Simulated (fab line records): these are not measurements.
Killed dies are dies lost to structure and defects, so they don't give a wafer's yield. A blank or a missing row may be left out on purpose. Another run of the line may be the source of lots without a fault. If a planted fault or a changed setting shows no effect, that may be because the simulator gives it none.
Which tool is to blame?	flow rit_cmos	21 wafers from 7 lots sampled at 2 of the route's 202 steps

== WHAT EACH GAUGE READ, for each wafer ==
RIT_CONTACT_OVL_MEAS_09.
lot	measured	on	CONTACT_OVL (nm)
L720	day 3 20:30	overlay-02	-2.0 0.0 -2.6
L723	day 4 12:04	overlay-02	-0.4 -2.1 -2.6
L726	day 5 01:39	overlay-01	0.0 -2.7 -1.6
L730	day 5 20:16	overlay-02	-0.4 0.9 -0.9
L733	day 6 13:09	overlay-01	-1.7 0.0 0.4
L737	day 7 06:22	overlay-01	-149.5 -149.8 -150.5
L739	day 7 19:02	overlay-01	-149.8 -148.6 -148.5

== WHICH TOOL RAN EACH LOT (tool, then ch and the chambers of the sampled wafers, then the start) ==
lot	RIT_CONTACT_EXPOSE_05
L720	iline_stepper-02 ch 0, day 3 19:52
L723	iline_stepper-01 ch 0, day 4 11:26
L726	iline_stepper-02 ch 0, day 5 01:02
L730	iline_stepper-02 ch 0, day 5 19:38
L733	iline_stepper-01 ch 0, day 6 12:32
L737	iline_stepper-01 ch 0, day 7 05:46
L739	iline_stepper-01 ch 0, day 7 18:23
- RIT_CONTACT_EXPOSE_05: exposes mask M11, target cd 1000 nm.

== THE ANSWER, worked out from the rows above alone ==
Rule: the usual values come from the lots themselves. The widest of any qualifying gaps counts: lots, ordered by their means at a reading, are off when they make up no more than a third of the lots, leave a main group of 4 or more, and stand apart from it by 3 or more times the standard deviation of that group's means. A main group is skipped when, at the precision printed for the reading in the tables above, its means are all equal. A lot without any number at a reading at which 4 lots or more have one is off too. Any other lot the step has rows for is counted as sound.
Off: L737, L739, seen at RIT_CONTACT_OVL_MEAS_09 (CONTACT_OVL). Mean -1.0 nm and standard deviation 0.64 in the main group.
If a tool, at a process step before that reading, ran all the lots that are off and no sound lot after the first of them, it fits. Those tools and the gauges at RIT_CONTACT_OVL_MEAS_09 are tried in the same way. Undecided on this evidence; 2 tools fit (iline_stepper-01 at RIT_CONTACT_EXPOSE_05, overlay-01 at RIT_CONTACT_OVL_MEAS_09).

== WHAT THE SIMULATOR PUT IN ==
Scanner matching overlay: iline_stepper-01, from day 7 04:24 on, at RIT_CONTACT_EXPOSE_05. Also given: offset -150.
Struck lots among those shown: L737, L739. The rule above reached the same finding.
